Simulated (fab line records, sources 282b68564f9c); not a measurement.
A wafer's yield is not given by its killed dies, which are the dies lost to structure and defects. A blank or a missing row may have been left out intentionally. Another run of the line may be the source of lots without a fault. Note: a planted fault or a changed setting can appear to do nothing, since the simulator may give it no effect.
Problem report, 8D (eight disciplines) form, completed by code + flow ritCmos + the parts of the form that need people (team, actions taken, sign-off) are left out

== 1. PROBLEM STATEMENT ==
Wafers free of any fault read -0.5 nm (standard deviation 1.5) for CONTACT_OVL at RIT_CONTACT_OVL_MEAS_09, against a mean of 75.3 nm on 6 wafers of 2 lots. That puts it +51 standard deviations away from the usual mean.
The first sign was on wafer L802.1 at day 5 14:00, on overlay-01. Wafers with a number at this step in the record: 39, from 13 lots. Rule for "out" (also "out of limits"): further than 4 standard deviations from the usual mean. The rest of the wafers with a number are treated as sound.

== 2. WHAT IT IS AND WHAT IT IS NOT ==
| question                    | is                     | is not                                                                                             |
|-----------------------------|------------------------|----------------------------------------------------------------------------------------------------|
| which readings at this step | CONTACT_OVL            | -                                                                                                  |
| which lots                  | L802, L803             | L791, L792, L793, L794, L795, L806, L809, L811, L812, L813, L814                                   |
| which wafers of those lots  | all that have a number | -                                                                                                  |
| read on which gauges        | overlay-01             | overlay-02                                                                                         |
| when                        | from day 5 14:00       | up to then (15 sound wafers); but 18 sound wafers of L806, L809, L811, L812, L813, L814 came after |

== 3. THE SUSPECTS, EACH WITH WHAT RULES IT OUT ==
Counting: a tool at a process step up to the reading stays a suspect if it ran every lot that is out and no sound lot after the first of them.
- the gauge at RIT_CONTACT_OVL_MEAS_09: kept. All the wafers that are out were read on overlay-01, and no step on other tools shows them out.
- ilineStepper-02 at RIT_CONTACT_EXPOSE_05 (exposes mask M11, target cd 1000 nm): kept. It processed each lot that is out, first L802 at day 5 13:22, and no sound lot thereafter; up to then, the last sound lot it processed was L791 at day 3 05:34.
The count leaves overlay-01 at RIT_CONTACT_OVL_MEAS_09 and ilineStepper-02 at RIT_CONTACT_EXPOSE_05.

== 4. THE CAUSE (what the simulator had put in) ==
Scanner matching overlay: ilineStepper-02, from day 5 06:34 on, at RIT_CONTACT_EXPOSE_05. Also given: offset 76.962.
2 suspects survive the count, and this tool is in that group.

== 5. THE EFFECT CHAIN, in route order ==
Each row: a reading whose mean over the struck wafers that have a number lies more than 3 standard deviations from the usual. Readings are gone through only where the record gives a usual standard deviation; hours: the median, over the lots, of the time from a lot's start at the first step in this table giving one to that lot's start at this step; sigmas: the change measured in usual standard deviations.
| hours | step                    | reading     | usual   | on struck wafers | change | sigmas |
|-------|-------------------------|-------------|---------|------------------|--------|--------|
| 0     | RIT_CONTACT_OVL_MEAS_09 | CONTACT_OVL | -0.5 nm | 75.3             | +75.8  | +51    |
At these later measuring or inspecting steps, every struck wafer for which the step has a row has a number for every such reading, and none has moved that far: RIT_M1_RS_MEAS_01.

== 6. WHAT WOULD HAVE CAUGHT IT SOONER ==
In this record the first reading out of limits at a measuring or inspecting step was taken at day 5 14:00, 7 hours after the fault began at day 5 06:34.
L803, from the lots that are out (2), started RIT_CONTACT_EXPOSE_05 on ilineStepper-02 later than day 5 14:00. Putting the tool on hold at that point would have spared it.
